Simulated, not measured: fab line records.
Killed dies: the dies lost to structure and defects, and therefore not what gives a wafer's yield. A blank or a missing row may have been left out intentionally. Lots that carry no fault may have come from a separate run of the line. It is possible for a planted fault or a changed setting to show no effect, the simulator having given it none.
A struck lot beside a sound one ; flow berkeley-cmos170 ; 15 steps out of a route of 331
Sound: these wafers, L171.1, L171.2, L171.5. Wafers struck: L184.1, L184.2, L184.6. The cause is named last.
Each step with rows lists, per side, the tool, then ch with its chambers, then its first start. Under that, the readings that differ: sound wafers ; struck wafers ; difference of the means ; sigmas: that difference in standard deviations of wafers without a fault.
alike: readings with means less than 2 such deviations apart, plus words and numbers identical on both sides. not compared: withheld readings, readings lacking a value on some wafer, bounds such as >300 that could conceal the same value, and numbers that have no deviation in the record and whose values overlap.
Wherever a step has rows on one side only, a row that says differs or no value, or a row with sigmas, the two part there. When numbers do not overlap yet have no deviation, they are printed without sigmas and do not part them. A reading that every wafer of one side lacks parts them only if that side has two wafers or more.

first, 2 steps without rows for these wafers: UCB170_M3_COAT_05 (resist thk 900 nm); UCB170_M3_SOFTBAKE_06 (time 60 s).
UCB170_M3_STRIP_07: strips in O2.
  sound on plasma-asher-01 ch 0,1, day 10 02:14; struck on plasma-asher-01 ch 0,1, day 12 00:59
  alike: drypump-motor-current-A, oes-product-au, strip-time-to-endpoint-s
  not compared: rf-hours-counter-h
then, 7 steps without rows for these wafers: UCB170_M3_STRIP_08 (strips KrF in DMSO, time 600 s); UCB170_M3_COAT_09; UCB170_M3_COAT_10 (resist thk 900 nm); UCB170_M3_SOFTBAKE_11 (time 60 s); UCB170_M3_EXPOSE_12 (exposes mask METAL3, target cd 700 nm); UCB170_M3_PEB_13; UCB170_M3_DEVELOP_14 (develop time 45 s).
UCB170_M3_CD_MEAS_15: target cd 700 nm.
  sound on cd-sem-01, day 10 05:16; struck on cd-sem-02, day 12 02:26
  alike: cd-nm
UCB170_M3_OVL_MEAS_16:
  sound on overlay-01, day 10 05:23; struck on overlay-01, day 12 02:34
  alike: M3_OVL
UCB170_M3_ETCH_17: etches BARC in N2/H2.
  sound on rie-diel-03 ch 0,1, day 10 05:25; struck on rie-diel-03 ch 0,2, day 12 02:36
reading;sound;struck;difference;sigmas
oes-product-au (a.u.);0.995 0.990 0.985;0.916 0.918 0.916;-0.073;-4
rf-fwd-power-W (W);495.9 494.7 496.2;413.1 413.8 415.9;-81.3;-48
  alike: bias-w, drypump-motor-current-A, throttle-valve-pct
UCB170_M3_METAL_ETCH_18: etches Al in Cl2/BCl3, stops on SiO2, target depth 1170 nm, time 195 s.
  sound on rie-metal-02 ch 0,1, day 10 05:27; struck on rie-metal-03 ch 0,1, day 12 02:38
reading;sound;struck;difference;sigmas
oes-product-au (a.u.);0.880 0.881 0.877;0.846 0.823 0.824;-0.048;-3
  alike: bcl3-flow-sccm, bias-w, drypump-motor-current-A, rf-fwd-power-W, throttle-valve-pct
  not compared: rf-hours-counter-h
UCB170_M3_PROBE_99:
  rows exist in the record for the struck wafers here (prober-01, day 12 03:14), but not for the sound ones

## WHERE THEY PART
First at UCB170_M3_ETCH_17; last, within this record, at UCB170_M3_PROBE_99.

WHY: what the simulator had put in
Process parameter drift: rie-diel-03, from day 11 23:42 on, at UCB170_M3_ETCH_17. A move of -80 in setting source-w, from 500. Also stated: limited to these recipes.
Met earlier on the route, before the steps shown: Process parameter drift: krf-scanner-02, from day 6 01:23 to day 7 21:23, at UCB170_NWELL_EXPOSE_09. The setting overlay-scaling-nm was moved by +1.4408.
